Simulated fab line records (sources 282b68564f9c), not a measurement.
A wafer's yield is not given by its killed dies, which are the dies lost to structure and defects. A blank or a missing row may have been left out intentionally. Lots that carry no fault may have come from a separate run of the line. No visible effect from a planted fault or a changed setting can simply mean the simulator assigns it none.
Struck lot and sound lot, side by side / flow ritCmos / 34 steps out of a route of 202
Sound: wafers L501.2, L501.3, L501.5. The struck wafers were L514.1, L514.5, L514.6. The cause is given at the end.
Order at every step that has rows: each side's tool, ch and its chambers, its first start. Under that, the readings that differ: sound wafers / struck wafers / difference of the means / sigmas: that difference in standard deviations of wafers without a fault.
alike: a reading whose means differ by less than 2 such deviations, as well as words and numbers matching on both sides. not compared: withheld readings; readings where some wafer has no value; bounds like >300 that might hide an equal value; numbers whose values overlap and for which the record gives no deviation.
A row with sigmas, a row that says differs or no value, or rows on one side alone: a step with any of these is where the two part. Non-overlapping numbers with no deviation appear without sigmas and do not part them. Lack of a reading on every wafer of one side parts them only where that side has two or more wafers.

first, 2 steps without rows for these wafers: RIT_SPACER_CLEAN_02 (cleans in SC2, time 600 s); RIT_SPACER_CVD_03 (deposits Si3N4 from SiH2Cl2/NH3, target thk 250 nm, time 3300 s).
RIT_SPACER_THK_MEAS_04:
  sound on filmMetro-01 at day 3 23:56; struck on filmMetro-01 at day 6 13:38
  alike: SPACER_NITRIDE_THK
RIT_SPACER_ETCHBACK_05: etches Si3N4 in SF6/CHF3, stops on SiO2, target depth 250 nm, time 240 s.
  sound on rieDiel-02 ch 0,2,3, day 3 23:59; struck on rieDiel-03 ch 1,2, day 6 13:41
  alike: SF6_flow_sccm, drypumpMotorCurrentA, oesProductAu, throttleValvePct
  not compared: rfHoursCounterH
then, 6 steps without rows for these wafers: RIT_NSD_HMDS_00 (prime time 60 s); RIT_NSD_COAT_01 (resist thk 1000 nm); RIT_NSD_SOFTBAKE_02 (time 60 s); RIT_NSD_EXPOSE_03 (exposes mask M9, target cd 40700 nm); RIT_NSD_PEB_04; RIT_NSD_DEVELOP_05 (develop time 50 s).
RIT_NSD_OVL_MEAS_06:
  sound on overlay-02 at day 4 01:07; struck on overlay-01 at day 6 14:41
  alike: NSD_OVL
then, 1 step without rows for these wafers: RIT_NSD_HARDBAKE_07 (time 60 s).
RIT_NSD_IMPLANT_08:
  sound on implanter-01 ch 0, day 4 01:20; struck on implanter-04 ch 0, day 6 14:53
reading=doseIonsCm2; sound=1.0008e+15 9.997e+14 9.995e+14; struck=1.0556e+15 1.0539e+15 1.0537e+15; difference=+5.4400e+13; sigmas=+49
reading=faradayCurrentUA; sound=3115 3063 3200; struck=3330 3345 3403; difference=+233; sigmas=+4
RIT_NSD_STRIP_09: strips in O2, time 180 s.
  sound on plasmaAsher-03 ch 0,1, day 4 01:27; struck on plasmaAsher-03 ch 0,1, day 6 15:02
  alike: drypumpMotorCurrentA, rfReflPowerW
  not compared: rfHoursCounterH
RIT_NSD_TW_MEAS_10:
  sound on filmMetro-04 at day 4 01:38; struck on filmMetro-03 at day 6 15:12
  alike: NSD_TW
then, 6 steps without rows for these wafers: RIT_PSD_HMDS_00 (prime time 60 s); RIT_PSD_COAT_01 (resist thk 1000 nm); RIT_PSD_SOFTBAKE_02 (time 60 s); RIT_PSD_EXPOSE_03 (exposes mask M10, target cd 40900 nm); RIT_PSD_PEB_04; RIT_PSD_DEVELOP_05 (develop time 50 s).
RIT_PSD_OVL_MEAS_06:
  sound on overlay-02 at day 4 02:32; struck on overlay-02 at day 6 16:07
  alike: PSD_OVL
then, 2 steps without rows for these wafers: RIT_PSD_HARDBAKE_07 (time 60 s); RIT_PSD_IMPLANT_08.
RIT_PSD_STRIP_09: strips in O2, time 180 s.
  sound on plasmaAsher-01 ch 0,1, day 4 02:52; struck on plasmaAsher-04 ch 0,1, day 6 16:27
reading=drypumpMotorCurrentA (A); sound=5.8 5.1 5.1; struck=6.9 5.8 6.9; difference=+1.2; sigmas=+2
  alike: rfReflPowerW
  not compared: rfHoursCounterH
RIT_PSD_TW_MEAS_10:
  sound on filmMetro-04 at day 4 03:04; struck on filmMetro-03 at day 6 16:38
  alike: PSD_TW
then, 3 steps without rows for these wafers: RIT_SDANNEAL_CLEAN_00 (cleans in SC1, time 600 s); RIT_SDANNEAL_CLEAN_01 (cleans in dHF, time 30 s); RIT_SDANNEAL_CLEAN_02 (cleans in SC2, time 600 s).
RIT_SDANNEAL_RTA_03: time 5 s.
  sound on rtpAnneal-01 ch 0, day 4 03:29; struck on rtpAnneal-02 ch 0, day 6 17:05
  alike: wafer_temp_C_max
RIT_SDANNEAL_RS_MEAS_04: the measuring method here is four-point-probe.
  sound on filmMetro-02 at day 4 03:33; struck on filmMetro-02 at day 6 17:09
  alike: PSD_RS
RIT_SDANNEAL_RS_MEAS_05: the measuring method here is four-point-probe.
  sound on filmMetro-02 at day 4 03:40; struck on filmMetro-02 at day 6 17:38
reading=NSD_RS (ohm/sq); sound=84.62 84.72 84.14; struck=81.24 81.16 80.86; difference=-3.41; sigmas=-14
  not compared: hold
RIT_SDANNEAL_RS_MEAS_06: the measuring method here is four-point-probe.
  sound on filmMetro-02 at day 4 03:47; struck on filmMetro-02 at day 7 01:27
reading=hold; sound=- - -; struck=awaitDispo/7.7h/release awaitDispo/7.7h/release awaitDispo/7.7h/release; difference=no value on the sound wafers; sigmas=
  alike: PLDD_RS
RIT_M1_PROBE_99:
  sound on prober-02 at day 4 11:01; struck on prober-01 at day 7 08:56
  alike: killedAtContacts, killedAtFrontEnd, killedDies, killedOpen, killedShort

== WHERE THEY PART ==
At RIT_NSD_IMPLANT_08 first; at RIT_SDANNEAL_RS_MEAS_06 last (within this record only). Later steps at which nothing parts them and some readings are alike: RIT_M1_PROBE_99.

WHY: whatever the simulator had introduced
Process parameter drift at RIT_NSD_IMPLANT_08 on implanter-04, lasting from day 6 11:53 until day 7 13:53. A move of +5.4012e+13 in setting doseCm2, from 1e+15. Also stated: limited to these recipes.
